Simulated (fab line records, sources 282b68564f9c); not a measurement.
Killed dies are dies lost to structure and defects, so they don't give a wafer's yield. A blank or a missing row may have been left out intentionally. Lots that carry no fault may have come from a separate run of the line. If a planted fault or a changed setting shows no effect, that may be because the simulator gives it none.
A lot that was struck, set against a sound lot :: flow ritCmos :: 20 steps out of a route of 202
Sound: these wafers, L175.1, L175.2, L175.4. Wafers struck: L184.2, L184.4, L184.6. At the end, the cause is stated.
Each step with rows lists, per side, the tool, then ch with its chambers, then its first start. Under that, the readings that differ: sound wafers :: struck wafers :: difference of the means :: sigmas: that difference in standard deviations of wafers without a fault.
alike: readings whose means differ by less than 2 such deviations, and words and numbers that are the same on both sides. not compared: withheld readings, readings that some wafer has no value for, bounds like >300 that may hide the same value, and numbers for which the record gives no deviation and whose values overlap.
The two part at a step that has a row with sigmas, a row that says differs or no value, or rows on one side only. Numbers that have no deviation but don't overlap get no sigmas and don't part them. A reading missing from all wafers of one side parts the sides only when that side holds two or more wafers.

first, 2 steps without rows for these wafers: RIT_NWELL_HARDBAKE_07 (time 120 s); RIT_NWELL_IMPLANT_08.
RIT_NWELL_STRIP_09: strips in O2, time 180 s.
  sound on plasmaAsher-01 ch 0,1, day 3 11:47; struck on plasmaAsher-01 ch 0,1, day 5 09:56
  alike: drypumpMotorCurrentA
  not compared: rfHoursCounterH
RIT_NWELL_TW_MEAS_10:
  sound on filmMetro-03 at day 3 11:58; struck on filmMetro-03 at day 5 10:07
  alike: NWELL_TW
then, 6 steps without rows for these wafers: RIT_PWELL_HMDS_00 (prime time 60 s); RIT_PWELL_COAT_01 (resist thk 1300 nm); RIT_PWELL_SOFTBAKE_02 (time 60 s); RIT_PWELL_EXPOSE_03 (exposes mask M3, target cd 43700 nm); RIT_PWELL_PEB_04; RIT_PWELL_DEVELOP_05 (develop time 68 s).
RIT_PWELL_OVL_MEAS_06:
  sound on overlay-02 at day 3 12:54; struck on overlay-02 at day 5 11:11
  alike: PWELL_OVL
then, 1 step without rows for these wafers: RIT_PWELL_HARDBAKE_07 (time 120 s).
RIT_PWELL_IMPLANT_08:
  sound on implanter-02 ch 0, day 3 13:11; struck on implanter-02 ch 0, day 5 11:41
reading: beamEnergyKeV
sound: 170.01 169.97 169.94
struck: 144.72 144.74 144.76
difference: -25.23
sigmas: -99 or more

reading: model.implant.rpNm (nm)
sound: 485.8 485.8 485.8
struck: 419.8 419.8 419.8
difference: -66.0
sigmas: 

reading: model.implant.drpNm (nm)
sound: 102.9 102.9 102.9
struck: 96.66 96.66 96.66
difference: -6.24
sigmas: 
RIT_PWELL_STRIP_09: strips in O2, time 180 s.
  sound on plasmaAsher-03 ch 0,1, day 3 13:20; struck on plasmaAsher-03 ch 0,1, day 5 11:48
  alike: drypumpMotorCurrentA
  not compared: rfHoursCounterH
RIT_PWELL_TW_MEAS_10:
  sound on filmMetro-04 at day 3 13:31; struck on filmMetro-01 at day 5 11:59
  alike: PWELL_TW
then, 1 step without rows for these wafers: RIT_WELLDRIVE_ANNEAL_00 (time 14700 s).
RIT_WELLDRIVE_RS_MEAS_01: uses a four-point probe to measure.
  sound on filmMetro-01 at day 3 18:40; struck on filmMetro-03 at day 5 17:10
  alike: NWELL_RS
RIT_WELLDRIVE_RS_MEAS_02: uses a four-point probe to measure.
  sound on filmMetro-01 at day 3 18:47; struck on filmMetro-03 at day 5 17:17
reading: PWELL_RS (ohm/sq)
sound: 428.3 429.4 429.1
struck: 436.6 436.8 436.8
difference: +7.8
sigmas: +6
then, 1 step without rows for these wafers: RIT_NRETRO_HMDS_00 (prime time 60 s).
RIT_M1_PROBE_99:
  sound on prober-02 at day 5 07:06; struck on prober-01 at day 7 03:04
reading: model.etest.pwell.rsOhmSq
sound: 414.8 414.4 415.1
struck: 435.5 437.8 430.6
difference: +19.9
sigmas: 

reading: model.etest.nmos_0p3.driveUaUm
sound: 233.9 233.8 232.1
struck: 226.4 221.4 227
difference: -8.3
sigmas: 

reading: model.etest.diodeNplusPwell.bvV (V)
sound: 5.976 6.005 6.021
struck: 5.894 5.912 5.872
difference: -0.108
sigmas: 

reading: model.etest.diodeNplusComb.cjFfUm2
sound: 2.633 2.611 2.591
struck: 2.654 2.654 2.671
difference: +0.048
sigmas: 

reading: model.etest.diodeNplusPwell.cjFfUm2
sound: 2.045 2.038 2.037
struck: 2.082 2.079 2.085
difference: +0.042
sigmas: 

reading: model.etest.nmos_0p3.vtSatV (V)
sound: 0.5356 0.5309 0.5415
struck: 0.5549 0.5674 0.5587
difference: +0.0243
sigmas: 
  alike: killedAtContacts, killedAtFrontEnd, killedDies, killedOnRim, killedOpen, killedShort
  not compared: model.etest.pwellPinched.rsOhmSq, model.etest.capNGate.cMinFfUm2

## WHERE THEY PART
Earliest at RIT_PWELL_IMPLANT_08; latest, in this record, at RIT_WELLDRIVE_RS_MEAS_02. Later steps at which nothing parts them and some readings are alike: RIT_M1_PROBE_99.

WHY: whatever the simulator had introduced
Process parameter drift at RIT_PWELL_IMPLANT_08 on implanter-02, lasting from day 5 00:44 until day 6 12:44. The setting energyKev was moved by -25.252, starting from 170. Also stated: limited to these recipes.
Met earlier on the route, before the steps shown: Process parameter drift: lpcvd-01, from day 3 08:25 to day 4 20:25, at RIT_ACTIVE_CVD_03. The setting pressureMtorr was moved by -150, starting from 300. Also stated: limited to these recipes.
